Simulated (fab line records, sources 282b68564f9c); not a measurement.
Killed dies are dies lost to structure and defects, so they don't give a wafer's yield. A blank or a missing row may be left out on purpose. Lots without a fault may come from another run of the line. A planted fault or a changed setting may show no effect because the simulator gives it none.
Problem report in the 8D (eight disciplines) form, filled by code | flow rit_cmos | the parts of the form that need people (team, actions taken, sign-off) are left out

1. THE PROBLEM
NWELL_TW at RIT_NWELL_TW_MEAS_10 reads a mean of 2264 on 6 wafers of 2 lots; wafers without a fault read 2170 with a standard deviation of 20. That is +4.7 standard deviations from the usual mean.
First seen on wafer L781.1, day 3 13:40, on film_metro-03. The record holds 42 wafers of 14 lots with a number at this step. Rule for "out", or "out of limits": more than 4 standard deviations from the usual mean. The other wafers with a number count as sound.

2. WHAT IT IS AND WHAT IT IS NOT
question                    | is                     | is not
which readings at this step | NWELL_TW               | -
which lots                  | L781, L783             | L773, L774, L776, L778, L788, L790, L791, L792, L793, L794, L795, L796
which wafers of those lots  | all that have a number | -
read on which gauges        | film_metro-03          | film_metro-01, film_metro-04
when                        | from day 3 13:40       | up to then (12 sound wafers); but 24 sound wafers of L788, L790, L791, L792, L793, L794, L795, L796 came after

3. SUSPECTS, AND WHAT RULES EACH OUT
Counting: a tool at a process step up to the reading stays a suspect if it ran every lot that is out and no sound lot after the first of them.
- the gauge at RIT_NWELL_TW_MEAS_10: ruled out. All the wafers that are out were read on film_metro-03, but those of them that RIT_NWELL_IMPLANT_08 has rows for are out there too, on other tools.
- implanter-03 at RIT_NWELL_IMPLANT_08: kept. It ran every lot that is out, first L781 (day 3 13:20), and no sound lot after that. Its own readings are out on those wafers: beam_energy_keV.
Left after counting: implanter-03 at RIT_NWELL_IMPLANT_08.

4. THE CAUSE (what the simulator had put in)
Process parameter drift: implanter-03, from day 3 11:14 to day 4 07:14, at RIT_NWELL_IMPLANT_08. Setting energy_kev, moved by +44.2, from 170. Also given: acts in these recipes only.
Counting left only this tool.

5. THE CHAIN OF EFFECTS, in route order
Each row: a reading whose mean over the struck wafers that have a number lies more than 3 standard deviations from the usual. Only readings for which the record gives a usual standard deviation are gone through. hours: the time from each lot's start at the first step in this table that gives one to its start at this step, as a median over the lots. sigmas: the change in usual standard deviations.
hours | step                     | reading         | usual        | on struck wafers | change | sigmas
0     | RIT_NWELL_IMPLANT_08     | beam_energy_keV | 170.01       | 214.21           | +44.20 | +99 or more
0     | RIT_NWELL_TW_MEAS_10     | NWELL_TW        | 2170         | 2264             | +94    | +4.7
9     | RIT_WELLDRIVE_RS_MEAS_01 | NWELL_RS        | 275.8 ohm/sq | 272.7            | -3.1   | -3.8
The process steps in it:
- RIT_NWELL_IMPLANT_08

6. WHAT WOULD HAVE CAUGHT IT SOONER
In this record the first reading out of limits at a measuring or inspecting step was taken at day 3 13:40, 2 hours after the fault began at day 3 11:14.
The tool's own readings at RIT_NWELL_IMPLANT_08 were out on every struck wafer that the step has a row for (beam_energy_keV): an alarm limit on them would have fired on the first of those.
Of the lots that are out (2), L783 began RIT_NWELL_IMPLANT_08 on implanter-03 after day 3 13:40. A hold on the tool at that time would have spared it.
